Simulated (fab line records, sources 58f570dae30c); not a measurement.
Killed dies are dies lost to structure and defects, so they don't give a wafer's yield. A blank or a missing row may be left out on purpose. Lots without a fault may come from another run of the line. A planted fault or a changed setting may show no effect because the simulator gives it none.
Which tool did it? | flow berkeley_cmos170 | 14 lots, 42 wafers sampled, at 3 steps of a route of 331

WHAT THE GAUGES READ, wafer by wafer
UCB170_V1_CD_MEAS_12: target cd 700 nm. Usual: cd_nm 699.9 nm, standard deviation 1.4.
lot  | measured     | on        | cd_nm (nm)        | flag
L898 | day 7 06:08  | cd_sem-02 | 701.2 700.7 701.0 |
L897 | day 7 06:16  | cd_sem-02 | 699.4 700.4 700.5 |
L899 | day 7 19:04  | cd_sem-02 | 699.8 700.5 699.1 |
L900 | day 8 07:48  | cd_sem-02 | 700.5 700.6 700.4 |
L901 | day 8 14:15  | cd_sem-02 | 703.3 701.0 700.8 |
L904 | day 9 15:06  | cd_sem-02 | 696.7 695.3 697.9 |
L907 | day 9 19:48  | cd_sem-02 | 698.3 697.2 698.4 |
L911 | day 10 19:46 | cd_sem-02 | 700.6 698.9 698.8 |
L912 | day 10 23:37 | cd_sem-01 | 699.9 699.1 698.2 |
L914 | day 11 04:59 | cd_sem-01 | 701.1 699.6 699.1 |
L915 | day 11 05:16 | cd_sem-01 | 699.8 699.2 699.0 |
L918 | day 11 16:59 | cd_sem-01 | 698.6 699.1 698.1 |
L917 | day 11 20:44 | cd_sem-01 | 699.4 699.4 700.8 |
L920 | day 12 14:00 | cd_sem-01 | 699.3 699.6 701.0 |

UCB170_M2_CD_MEAS_15: target cd 700 nm. Usual: cd_nm 700.3 nm, standard deviation 1.2.
lot  | measured     | on        | cd_nm (nm)        | flag
L898 | day 7 08:56  | cd_sem-02 | 698.7 698.5 699.6 |
L897 | day 7 09:31  | cd_sem-01 | 699.1 700.2 698.6 |
L899 | day 8 00:11  | cd_sem-01 | 701.1 701.1 700.8 |
L900 | day 8 10:29  | cd_sem-01 | 698.7 699.5 699.6 |
L901 | day 8 17:02  | cd_sem-01 | 701.6 700.6 701.1 |
L904 | day 9 18:20  | cd_sem-01 | 701.2 702.4 701.2 |
L907 | day 10 00:13 | cd_sem-01 | 699.6 701.2 701.7 |
L911 | day 10 22:46 | cd_sem-02 | 700.2 700.9 700.9 |
L912 | day 11 02:41 | cd_sem-02 | 701.3 703.5 703.1 |
L914 | day 11 08:25 | cd_sem-01 | 700.0 698.9 699.9 |
L915 | day 11 08:38 | cd_sem-01 | 699.3 700.1 699.6 |
L918 | day 11 19:26 | cd_sem-01 | 700.8 700.0 699.9 |
L917 | day 11 23:44 | cd_sem-01 | 700.6 701.6 701.2 |
L920 | day 12 16:37 | cd_sem-01 | 701.3 700.8 701.4 |

UCB170_M2_CD_MEAS_90: target cd 700 nm. Usual: cd_nm 702 nm, standard deviation 3.6.
lot  | measured     | on        | cd_nm (nm)  | flag
L898 | day 7 09:25  | cd_sem-02 | 704 703 701 |
L897 | day 7 10:01  | cd_sem-02 | 693 704 703 |
L899 | day 8 00:40  | cd_sem-02 | 705 703 706 |
L900 | day 8 10:59  | cd_sem-02 | 700 702 703 |
L901 | day 8 17:32  | cd_sem-02 | 706 705 701 |
L904 | day 9 18:49  | cd_sem-01 | 705 704 704 |
L907 | day 10 00:43 | cd_sem-01 | 701 709 708 |
L911 | day 10 23:31 | cd_sem-01 | 703 701 700 |
L912 | day 11 03:10 | cd_sem-02 | 702 709 708 |
L914 | day 11 09:12 | cd_sem-01 | 704 695 705 |
L915 | day 11 09:58 | cd_sem-01 | 701 704 702 |
L918 | day 11 19:55 | cd_sem-01 | 695 701 698 |
L917 | day 12 00:20 | cd_sem-01 | 703 700 706 |
L920 | day 12 17:11 | cd_sem-01 | 706 701 707 |

WHICH TOOL RAN EACH LOT (tool, then ch and the chambers of the sampled wafers, then the start)
The record holds no process step before these readings.

WHAT THE TOOLS THEMSELVES READ (means of the sampled wafers that have a number; where no wafer has one, the mark that the record gives instead)
The record holds no such reading with a usual standard deviation.

THE ANSWER, worked out from the rows above alone
Rule: a lot is off if the mean of its wafers that have a number lies more than 3 standard deviations from the usual mean. A lot without any number at a reading at which 4 lots or more have one is off too. The other lots that the step has rows for count as sound. The gauges are gone through in route order, then the tools' own readings, and for those a lot's mean is taken as printed above. The first step at which some lot is off is used, and at that step the reading that is off furthest; a lot without a number counts as furthest.
No lot is off at any reading shown: from this, nothing can be told.

WHAT THE SIMULATOR HAD PUT IN
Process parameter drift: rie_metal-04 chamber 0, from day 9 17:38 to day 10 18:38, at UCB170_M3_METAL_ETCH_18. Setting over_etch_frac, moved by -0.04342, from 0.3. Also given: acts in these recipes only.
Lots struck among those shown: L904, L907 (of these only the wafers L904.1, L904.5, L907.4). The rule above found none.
